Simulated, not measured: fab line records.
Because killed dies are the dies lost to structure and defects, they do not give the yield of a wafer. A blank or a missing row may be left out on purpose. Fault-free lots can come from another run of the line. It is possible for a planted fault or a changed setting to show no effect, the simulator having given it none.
2 desks looking at one fault :: flow ritCmos :: each desk has only its own numbers; what lay behind them comes last

TOOL OWNER'S DESK, implanter-03
The tool's own readings at RIT_NRETRO_IMPLANT_08, given as means over the sampled wafers that have a number, one for each lot that went through this tool. The brackets show how far a lot's mean lies from the usual mean; more than 4 standard deviations puts the lot out of limits, marked OUT.
Columns: A = beamEnergyKeV at RIT_NRETRO_IMPLANT_08, usual 70.001
lot: L785
first seen here: day 2 07:29
A: 69.995

lot: L789
first seen here: day 3 02:17
A: 70.010

lot: L799
first seen here: day 5 07:07
A: 69.983

lot: L800
first seen here: day 5 10:06
A: 79.094 (+99 or more) OUT

lot: L803
first seen here: day 6 04:25
A: 79.105 (+99 or more) OUT
This desk's finding: out of limits on L800, L803; first on L800, day 5 10:06 (beamEnergyKeV at RIT_NRETRO_IMPLANT_08). Within limits: L785, L789, L799.

METROLOGY DESK
What the gauges read for every lot (on any tool): the sampled wafers with a number, averaged. The brackets show how far a lot's mean lies from the usual mean; more than 4 standard deviations puts the lot out of limits, marked OUT.
Columns: A = NRETRO_TW at RIT_NRETRO_TW_MEAS_10, usual 1054
lot: L785
first seen here: day 2 07:49
A: 1048

lot: L786
first seen here: day 2 12:53
A: 1046

lot: L788
first seen here: day 2 21:17
A: 1050

lot: L789
first seen here: day 3 02:37
A: 1062

lot: L790
first seen here: day 3 08:37
A: 1052

lot: L791
first seen here: day 3 13:58
A: 1052

lot: L792
first seen here: day 3 18:50
A: 1053

lot: L793
first seen here: day 3 22:59
A: 1054

lot: L794
first seen here: day 4 05:12
A: 1047

lot: L799
first seen here: day 5 07:24
A: 1057

lot: L800
first seen here: day 5 10:25
A: 1091 (+5.6) OUT

lot: L803
first seen here: day 6 04:43
A: 1081 (+4.1) OUT

lot: L807
first seen here: day 7 01:05
A: 1065

lot: L808
first seen here: day 7 01:41
A: 1062
This desk reports L800, L803 out of limits; the earliest was L800 at day 5 10:25 (NRETRO_TW at RIT_NRETRO_TW_MEAS_10). Within limits: L785, L786, L788, L789, L790, L791, L792, L793, L794, L799, L807, L808.

BROUGHT TOGETHER
At day 5 10:06, on L800, L803, the tool owner's desk was in a position to raise an alarm.
L800, L803 would have let the metrology desk raise an alarm at day 5 10:25.
All the named lots went through RIT_NRETRO_IMPLANT_08 on implanter-03.

WHAT WAS PUT IN BY THE SIMULATOR
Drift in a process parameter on implanter-03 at RIT_NRETRO_IMPLANT_08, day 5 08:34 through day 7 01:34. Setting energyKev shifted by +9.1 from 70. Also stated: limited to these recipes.
Shown lots that were struck: L800, L803.
Hours from the fault's start to each desk's first reading out of limits: the tool owner's desk, 2; the metrology desk, 2.
